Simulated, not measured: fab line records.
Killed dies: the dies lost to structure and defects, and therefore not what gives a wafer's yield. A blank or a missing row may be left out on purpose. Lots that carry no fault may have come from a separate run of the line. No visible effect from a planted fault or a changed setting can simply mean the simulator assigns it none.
A struck lot beside a sound one -- flow rit-cmos -- 44 out of 202 route steps
Sound: the wafers L656.3, L656.5, L656.6. Wafers L661.1, L661.3, L661.4 were the ones struck. The cause is named last.
Per side, at each step with rows, come the tool, then ch with its chambers, and then its first start. Under that, the readings that differ: sound wafers -- struck wafers -- difference of the means -- sigmas: that difference in standard deviations of wafers without a fault.
alike: a reading whose means differ by less than 2 such deviations, as well as words and numbers matching on both sides. not compared: withheld readings; readings where some wafer has no value; bounds like >300 that might hide an equal value; numbers whose values overlap and for which the record gives no deviation.
Wherever a step has rows on one side only, a row that says differs or no value, or a row with sigmas, the two part there. When numbers do not overlap yet have no deviation, they are printed without sigmas and do not part them. Lack of a reading on every wafer of one side parts them only where that side has two or more wafers.

first, 1 step without rows for these wafers: RIT_ACTIVE_DEVELOP_10 (develop time 50 s).
RIT_ACTIVE_CD_MEAS_11 targets a cd of 1400 nm.
  sound on cd-sem-02 at day 3 11:49; struck on cd-sem-01 at day 4 13:55
  alike: cd-nm
then, 1 step without rows for these wafers: RIT_ACTIVE_HARDBAKE_12 (time 60 s).
RIT_ACTIVE_ETCH_13: etches Si3N4 in SF6, stops on SiO2, time 210 s, target depth 210 nm.
  sound on rie-diel-01 ch 0,1, day 3 12:02; struck on rie-diel-01 ch 0,2,3, day 4 14:14
  alike: drypump-motor-current-A, oes-product-au, throttle-valve-pct
  not compared: rf-hours-counter-h
RIT_ACTIVE_STRIP_14: strips in O2, time 180 s.
  sound on plasma-asher-01 ch 0,1, day 3 12:14; struck on plasma-asher-04 ch 0,1, day 4 14:22
  alike: drypump-motor-current-A, o2-flow-sccm
  not compared: rf-hours-counter-h
RIT_ACTIVE_CD_MEAS_90 targets a cd of 1400 nm.
  sound on cd-sem-01 at day 3 12:23; struck on cd-sem-01 at day 4 14:32
  alike: cd-nm
then, 4 steps without rows for these wafers: RIT_ACTIVE_CLEAN_15 (cleans in SC1, time 600 s); RIT_ACTIVE_CLEAN_16 (cleans in dHF, time 30 s); RIT_ACTIVE_CLEAN_17 (cleans in SC2, time 600 s); RIT_FOX1_OXIDATION_00 (target thk 350.7 nm, ox time 1130 s).
RIT_FOX1_THK_MEAS_01:
  sound on film-metro-02 at day 3 15:31; struck on film-metro-02 at day 4 16:20
  alike: FOX1_OXIDE_THK
then, 1 step without rows for these wafers: RIT_FOX1_WET_ETCH_02 (etches SiO2 in BOE, target depth 350 nm, time 390 s).
RIT_FOX2_OXIDATION_00: target thk 350.7 nm, ox time 1130 s.
  sound on furnace-04 ch 0, day 3 15:40; struck on furnace-04 ch 0, day 4 16:31
reading,sound,struck,difference,sigmas
spike-tc-centre-C (C),1105.5 1102.2 1104.2,1111.7 1112.5 1113.4,+8.6,+9
spike-tc-load-C (C),1127.3 1125.6 1127.3,1136.3 1135.2 1135.8,+9.0,+4
model.SiO2_of_FOX2_OXIDATION_00.thk-nm (nm),352.8 345.6 349.7,365.9 365 365.9,+16.2,
  alike: zone-power-centre-pct
RIT_FOX2_THK_MEAS_01:
  sound on film-metro-04 at day 3 17:01; struck on film-metro-01 at day 4 17:50
reading,sound,struck,difference,sigmas
FOX2_OXIDE_THK (nm),352 346 349,366 365 366,+17,+3
then, 2 steps without rows for these wafers: RIT_FOX2_CLEAN_02 (cleans in dHF, time 180 s); RIT_FOX2_WET_ETCH_03 (etches Si3N4 in H3PO4, target depth 195 nm, time 2700 s).
RIT_FOX2_THK_MEAS_90:
  sound on film-metro-01 at day 3 17:58; struck on film-metro-04 at day 4 19:28
reading,sound,struck,difference,sigmas
FIELD_OXIDE_LEFT_1_THK (nm),325 318 322,338 338 338,+16,+3
then, 6 steps without rows for these wafers: RIT_NWELL_HMDS_00 (prime time 60 s); RIT_NWELL_COAT_01 (resist thk 1300 nm); RIT_NWELL_SOFTBAKE_02 (time 60 s); RIT_NWELL_EXPOSE_03 (exposes mask M2, target cd 43900 nm); RIT_NWELL_PEB_04; RIT_NWELL_DEVELOP_05 (develop time 68 s).
RIT_NWELL_OVL_MEAS_06:
  sound on overlay-01 at day 3 19:01; struck on overlay-01 at day 4 20:32
  alike: NWELL_OVL
then, 2 steps without rows for these wafers: RIT_NWELL_HARDBAKE_07 (time 120 s); RIT_NWELL_IMPLANT_08.
RIT_NWELL_STRIP_09: strips in O2, time 180 s.
  sound on plasma-asher-04 ch 0,1, day 3 19:30; struck on plasma-asher-04 ch 0,1, day 4 20:58
  alike: drypump-motor-current-A, o2-flow-sccm
  not compared: rf-hours-counter-h
RIT_NWELL_TW_MEAS_10:
  sound on film-metro-04 at day 3 19:38; struck on film-metro-01 at day 4 21:08
  alike: NWELL_TW
then, 6 steps without rows for these wafers: RIT_PWELL_HMDS_00 (prime time 60 s); RIT_PWELL_COAT_01 (resist thk 1300 nm); RIT_PWELL_SOFTBAKE_02 (time 60 s); RIT_PWELL_EXPOSE_03 (exposes mask M3, target cd 43700 nm); RIT_PWELL_PEB_04; RIT_PWELL_DEVELOP_05 (develop time 68 s).
RIT_PWELL_OVL_MEAS_06:
  sound on overlay-02 at day 3 20:42; struck on overlay-02 at day 4 22:05
  alike: PWELL_OVL
then, 2 steps without rows for these wafers: RIT_PWELL_HARDBAKE_07 (time 120 s); RIT_PWELL_IMPLANT_08.
RIT_PWELL_STRIP_09: strips in O2, time 180 s.
  sound on plasma-asher-02 ch 0,1, day 3 21:11; struck on plasma-asher-01 ch 0,1, day 4 22:31
  alike: drypump-motor-current-A, o2-flow-sccm
  not compared: rf-hours-counter-h
RIT_PWELL_TW_MEAS_10:
  sound on film-metro-04 at day 3 21:19; struck on film-metro-01 at day 4 22:41
  alike: PWELL_TW
then, 1 step without rows for these wafers: RIT_WELLDRIVE_ANNEAL_00 (time 14700 s).
RIT_WELLDRIVE_RS_MEAS_01: measures by four-point-probe.
  sound on film-metro-02 at day 4 03:28; struck on film-metro-02 at day 5 03:50
reading,sound,struck,difference,sigmas
NWELL_RS (ohm/sq),274.5 275.8 275.8,277.4 277.1 277.0,+1.8,+2
RIT_WELLDRIVE_RS_MEAS_02: measures by four-point-probe.
  sound on film-metro-02 at day 4 03:35; struck on film-metro-02 at day 5 03:58
  alike: PWELL_RS
RIT_SILICIDE_WET_ETCH_00: etches SiO2 in BOE, target depth 14 nm, time 15 s.
  sound on wet-bench-03 ch 3, day 5 04:26; struck on wet-bench-03 ch 3, day 6 03:19
reading,sound,struck,difference,sigmas
model.SiO2_of_FOX2_OXIDATION_00.thk-nm (nm),152.5 145.3 150,165.9 163.3 164.6,+15.3,
  alike: bath-heat-duty-pct
RIT_M1_PROBE_99:
  sound on prober-02 at day 5 11:28; struck on prober-02 at day 6 10:07
reading,sound,struck,difference,sigmas
model.etest.field-n.vt-v (V),35.01 33.94 34.51,36.66 36.52 36.58,+2.10,
  alike: killed-at-contacts, killed-at-front-end, killed-dies, killed-open, killed-short

## WHERE THEY PART
Last at RIT_WELLDRIVE_RS_MEAS_01 as far as this record goes, first at RIT_FOX2_OXIDATION_00. Later steps at which nothing parts them and some readings are alike: RIT_WELLDRIVE_RS_MEAS_02, RIT_SILICIDE_WET_ETCH_00, RIT_M1_PROBE_99.

WHY: what the simulator had put in
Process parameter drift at RIT_FOX2_OXIDATION_00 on furnace-04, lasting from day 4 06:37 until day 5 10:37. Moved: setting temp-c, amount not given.
